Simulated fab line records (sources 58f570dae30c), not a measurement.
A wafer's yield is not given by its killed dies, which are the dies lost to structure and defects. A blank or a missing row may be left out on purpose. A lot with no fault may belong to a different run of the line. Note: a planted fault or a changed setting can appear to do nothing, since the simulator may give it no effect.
What tool caused it?	flow berkeley_cmos170	13 lots with 39 wafers sampled at 5 steps, on a route of 331 steps

WHAT THE GAUGES SHOWED, per wafer
UCB170_PFIELD_OVL_MEAS_06. Usual: PFIELD_OVL -2 nm, standard deviation 5.
lot	measured	on	PFIELD_OVL (nm)	flag
L668	day 5 09:45	overlay-01	-3 3 -3	
L670	day 5 12:47	overlay-01	-1 -1 3	
L669	day 5 13:04	overlay-02	-2 1 -1	
L672	day 5 20:52	overlay-01	2 -5 -10	
L671	day 5 21:08	overlay-02	-10 -4 -6	
L675	day 6 10:44	overlay-02	-7 -6 -8	
L674	day 6 11:01	overlay-01	-2 -6 -3	
L673	day 6 11:04	overlay-02	-4 -13 -6	
L676	day 6 14:50	overlay-02	-11 -6 -10	
L677	day 6 15:17	overlay-01	-1 8 -1	
L679	day 7 01:47	overlay-02	2 11 7	
L681	day 7 02:30	overlay-02	-7 -6 -8	
L690	day 9 11:31	overlay-01	1 -3 -1	

UCB170_NLDD_CD_MEAS_06 targets a cd of 1200 nm. Usual: cd_nm 1199.7 nm, standard deviation 1.6.
lot	measured	on	cd_nm (nm)	flag
L668	day 7 06:47	cd_sem-02	1199.7 1200.8 1201.5	
L670	day 7 06:34	cd_sem-01	1196.5 1195.2 1198.0	
L669	day 7 06:12	cd_sem-01	1201.6 1201.8 1200.6	
L672	day 7 17:23	cd_sem-01	1198.9 1200.4 1199.3	
L671	day 7 17:27	cd_sem-02	1201.2 1201.6 1199.9	
L675	day 8 14:37	cd_sem-01	1198.3 1198.9 1196.8	
L674	day 8 14:59	cd_sem-01	960.2 958.9 959.9	OFF
L673	day 8 15:10	cd_sem-01	1197.0 1199.2 1197.7	
L676	day 8 14:52	cd_sem-01	1201.7 1199.7 1199.7	
L677	day 8 15:07	cd_sem-02	1199.3 1198.3 1197.9	
L679	day 9 14:23	cd_sem-01	1200.3 1198.9 1200.2	
L681	day 9 14:01	cd_sem-01	1198.2 1198.0 1196.5	
L690	day 11 14:46	cd_sem-02	1201.4 1201.9 1201.4	

UCB170_NLDD_OVL_MEAS_07. Usual: NLDD_OVL -2 nm, standard deviation 5.4.
lot	measured	on	NLDD_OVL (nm)	flag
L668	day 7 06:53	overlay-01	-6 -11 -6	
L670	day 7 06:41	overlay-01	-9 -12 -6	
L669	day 7 06:19	overlay-01	5 -5 2	
L672	day 7 17:31	overlay-02	5 1 -8	
L671	day 7 17:34	overlay-01	6 2 3	
L675	day 8 14:44	overlay-01	-2 -3 -6	
L674	day 8 15:06	overlay-01	-1 -2 -2	
L673	day 8 15:15	overlay-01	-1 0 0	
L676	day 8 14:59	overlay-02	6 5 9	
L677	day 8 15:13	overlay-02	-15 -7 -13	
L679	day 9 14:30	overlay-01	-2 0 -8	
L681	day 9 14:07	overlay-01	-4 0 2	
L690	day 11 14:52	overlay-01	-9 -4 -5	

UCB170_SPACER_THK_MEAS_01. Usual: SPACER_TEOS_THK 377 nm, standard deviation 5.
lot	measured	on	SPACER_TEOS_THK (nm)	flag
L668	day 7 08:05	film_metro-02	365 373 380	
L670	day 7 07:30	film_metro-03	375 370 376	
L669	day 7 07:17	film_metro-02	383 385 385	
L672	day 7 18:14	film_metro-03	366 377 376	
L671	day 7 18:17	film_metro-02	371 377 380	
L675	day 8 15:26	film_metro-03	370 373 369	
L674	day 8 15:50	film_metro-02	375 376 374	
L673	day 8 16:02	film_metro-01	381 374 388	
L676	day 8 15:42	film_metro-02	372 378 372	
L677	day 8 15:56	film_metro-01	373 383 381	
L679	day 9 15:46	film_metro-02	375 381 379	
L681	day 9 15:01	film_metro-03	377 384 386	
L690	day 11 15:37	film_metro-01	367 374 373	

TOOL THAT RAN EACH LOT (tool first, then ch and the chambers of the sampled wafers, then the start)
lot	UCB170_NLDD_EXPOSE_03
L668	krf_scanner-01 ch 0, day 7 05:38
L670	krf_scanner-02 ch 0, day 7 05:21
L669	krf_scanner-01 ch 0, day 7 04:59
L672	krf_scanner-02 ch 0, day 7 15:49
L671	krf_scanner-01 ch 0, day 7 16:04
L675	krf_scanner-01 ch 0, day 8 14:05
L674	krf_scanner-01 ch 0, day 8 14:22
L673	krf_scanner-01 ch 0, day 8 14:41
L676	krf_scanner-01 ch 0, day 8 14:13
L677	krf_scanner-01 ch 0, day 8 14:34
L679	krf_scanner-01 ch 0, day 9 13:52
L681	krf_scanner-02 ch 0, day 9 13:25
L690	krf_scanner-01 ch 0, day 11 14:20
- UCB170_NLDD_EXPOSE_03: exposes mask NSELECT, target cd 1200 nm.

WHAT THE TOOLS THEMSELVES READ (means of the sampled wafers that have a number; where no wafer has one, the mark that the record gives instead)
The record holds no such reading with a usual standard deviation.

THE ANSWER, worked out from the rows above alone
Rule: take the mean of a lot's wafers that have a number; if it is more than 3 standard deviations from the usual mean, the lot is off. A lot without any number at a reading at which 4 lots or more have one is off too. Where the step has rows for the other lots, those lots are counted as sound. First the gauges in route order, then the tools' own readings, where a lot's mean is used as printed above. At the first step where some lot is off, the reading lying furthest off is the one used; lots without a number count as furthest.
Off: L674, at UCB170_NLDD_CD_MEAS_06 (cd_nm).
A tool fits if, at a process step before that reading, it ran every lot that is off, and no sound lot after the first of them. Those tools and the gauges at UCB170_NLDD_CD_MEAS_06 are tried in the same way. None of those tried fits.

WHAT HAD BEEN PUT IN BY THE SIMULATOR
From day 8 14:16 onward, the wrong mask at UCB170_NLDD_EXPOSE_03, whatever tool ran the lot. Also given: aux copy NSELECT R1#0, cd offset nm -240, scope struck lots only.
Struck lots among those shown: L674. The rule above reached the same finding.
